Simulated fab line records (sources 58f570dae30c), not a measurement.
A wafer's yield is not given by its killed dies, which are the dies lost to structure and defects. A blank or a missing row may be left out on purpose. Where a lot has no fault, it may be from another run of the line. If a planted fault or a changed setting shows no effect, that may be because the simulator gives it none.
Chamber matching | flow berkeley cmos170 | 4 sister chambers for UCB170_PWELL_ETCH_14 on rie diel-04
The step etches Si3N4 in CH3F/Ar/O2, stops on SiO2, target depth 242 nm, time 151 s. 14 wafers are shown with their chamber, then 7 later ones without.

WAFERS PAIRED WITH THEIR CHAMBERS
wafer  | chamber | drypump motor current A (A) | throttle valve pct (%) | oes product au (a.u.)
L630.1 | 0       | 5.34                        | 8.11                   | 0.925
L630.3 | 1       | 5.93                        | 8.13                   | 0.947
L630.5 | 0       | 5.35                        | 8.10                   | 0.933
L631.4 | 0       | 5.34                        | 8.10                   | 0.937
L631.5 | 3       | 5.44                        | 8.25                   | 0.934
L631.6 | 2       | 5.89                        | 8.18                   | 0.939
L635.2 | 1       | 5.90                        | 8.13                   | 0.945
L635.5 | 2       | 5.88                        | 8.18                   | 0.934
L635.6 | 3       | 5.44                        | 8.26                   | 0.935
L642.1 | 0       | 5.36                        | 8.11                   | 0.940
L642.3 | 1       | 5.94                        | 8.16                   | 0.949
L642.6 | 1       | 5.93                        | 8.14                   | 0.955
L648.1 | 1       | 5.94                        | 8.14                   | 0.950
L648.2 | 0       | 5.35                        | 8.13                   | 0.945

SIGNATURES (averages over the wafers above)
reading                 | chamber 0 | chamber 1 | chamber 2 | chamber 3 | scatter within a chamber
drypump motor current A | 5.3480    | 5.9280    | 5.8850    | 5.4400    | 0.0119
throttle valve pct      | 8.1100    | 8.1400    | 8.1800    | 8.2550    | 0.0112
oes product au          | 0.93600   | 0.94920   | 0.93650   | 0.93450   | 0.00546
Rule: for a wafer and a chamber, the distance is found by dividing, reading by reading, the gap between the wafer's reading and the chamber's mean by the reading's scatter, squaring, summing and taking the root. If the next closest chamber is less than 2 further off than the closest, the wafer can't be placed; otherwise it belongs to the closest. The scatter: take each reading less its chamber's mean, square it, sum over the shown wafers, divide by the number of wafers less the number of chambers, and take the root.

WAFERS WHOSE CHAMBER IS MISSING
wafer  | drypump motor current A (A) | throttle valve pct (%) | oes product au (a.u.)
L648.6 | 5.44                        | 8.25                   | 0.919
L650.1 | 5.44                        | 8.25                   | 0.929
L650.2 | 5.88                        | 8.16                   | 0.945
L650.6 | 5.86                        | 8.18                   | 0.937
L651.3 | 5.91                        | 8.13                   | 0.953
L651.5 | 5.89                        | 8.18                   | 0.949
L651.6 | 5.92                        | 8.14                   | 0.946

THE CHAMBER EACH PASSED THROUGH
wafer  | from the rows above | in truth
L648.6 | 3                   | 3
L650.1 | 3                   | 3
L650.2 | 2                   | 2
L650.6 | 2                   | 2
L651.3 | 1                   | 1
L651.5 | 2                   | 2
L651.6 | 1                   | 1
Correctly placed: 7 of 7. From these rows, 0 cannot be placed. Wrongly placed: 0.
